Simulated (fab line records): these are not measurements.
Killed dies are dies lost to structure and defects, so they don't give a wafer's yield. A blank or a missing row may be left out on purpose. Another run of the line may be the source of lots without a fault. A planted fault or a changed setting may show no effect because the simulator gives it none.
8D (eight disciplines) problem report, filled in by code / flow berkeleyCmos170 / the parts of the form that need people (team, actions taken, sign-off) are left out

## 1. WHAT WENT WRONG
Mean of o2FlowSccm at UCB170_V2_STRIP_15: 201.4 sccm across 6 wafers in 2 lots; on wafers with no fault it is 400.1 sccm (standard deviation 1.3). That is -99 or more standard deviations from the usual mean.
The step: strips in O2.
The first sign was on wafer L245.1 at day 10 12:52, on plasmaAsher-04. Wafers with a number at this step in the record: 18, from 6 lots. The rule behind "out" and "out of limits": a value lying over 4 standard deviations away from the usual mean. The rest of the wafers with a number are treated as sound.

## 2. WHAT IT IS AND WHAT IT IS NOT
question=which readings at this step | is=o2FlowSccm, oesProductAu, stripTimeToEndpointS | is not=drypumpMotorCurrentA
question=which lots | is=L245, L248 | is not=L238, L240, L257, L258
question=which wafers of those lots | is=all that have a number | is not=-
question=read on which tools | is=plasmaAsher-04 | is not=plasmaAsher-01
question=when | is=from day 10 12:52 | is not=up to then (6 sound wafers); but 6 sound wafers of L257, L258 came after

## 3. SUSPECTS, AND WHAT RULES EACH OUT
Counting: a tool at a process step up to the reading stays a suspect if it ran every lot that is out and no sound lot after the first of them.
- plasmaAsher-04 at UCB170_V2_STRIP_15 (strips in O2): kept. All lots that are out passed through it, beginning with L245 at day 10 12:52, and no sound lot followed; its final sound lot before that point was L240 at day 9 17:59. Its own o2FlowSccm, oesProductAu, stripTimeToEndpointS readings are out on those wafers.
Left after counting: plasmaAsher-04 at UCB170_V2_STRIP_15.

## 4. THE CAUSE (what the simulator had put in)
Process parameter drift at UCB170_V2_STRIP_15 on plasmaAsher-04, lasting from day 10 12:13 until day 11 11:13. From 400, the setting o2FlowSccm moved by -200. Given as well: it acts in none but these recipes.
Counting left only this tool.

## 5. SEQUENCE OF EFFECTS, ordered by route
Each row: a reading where the mean over the struck wafers with a number is more than 3 standard deviations away from the usual. Only readings for which the record gives a usual standard deviation are gone through. hours: the time from each lot's start at the first step in this table that gives one to its start at this step, as a median over the lots. sigmas: the change in usual standard deviations.
hours=0; step=UCB170_V2_STRIP_15; reading=o2FlowSccm; usual=400.1 sccm; on struck wafers=201.4; change=-198.7; sigmas=-99 or more
hours=0; step=UCB170_V2_STRIP_15; reading=oesProductAu; usual=0.722 a.u.; on struck wafers=0.662; change=-0.060; sigmas=-14
hours=0; step=UCB170_V2_STRIP_15; reading=stripTimeToEndpointS; usual=15.35 s; on struck wafers=17.43; change=+2.08; sigmas=+19
It contains these process steps:
- UCB170_V2_STRIP_15: strips in O2.
Later steps that measure or inspect, where all struck wafers having a row at the step show a number for every such reading and not one has moved that far: UCB170_V2_CD_MEAS_90.

## 6. HOW IT WOULD HAVE BEEN CAUGHT EARLIER
In this record the first reading out of limits was taken at day 10 12:52, 1 hour after the fault began at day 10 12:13.
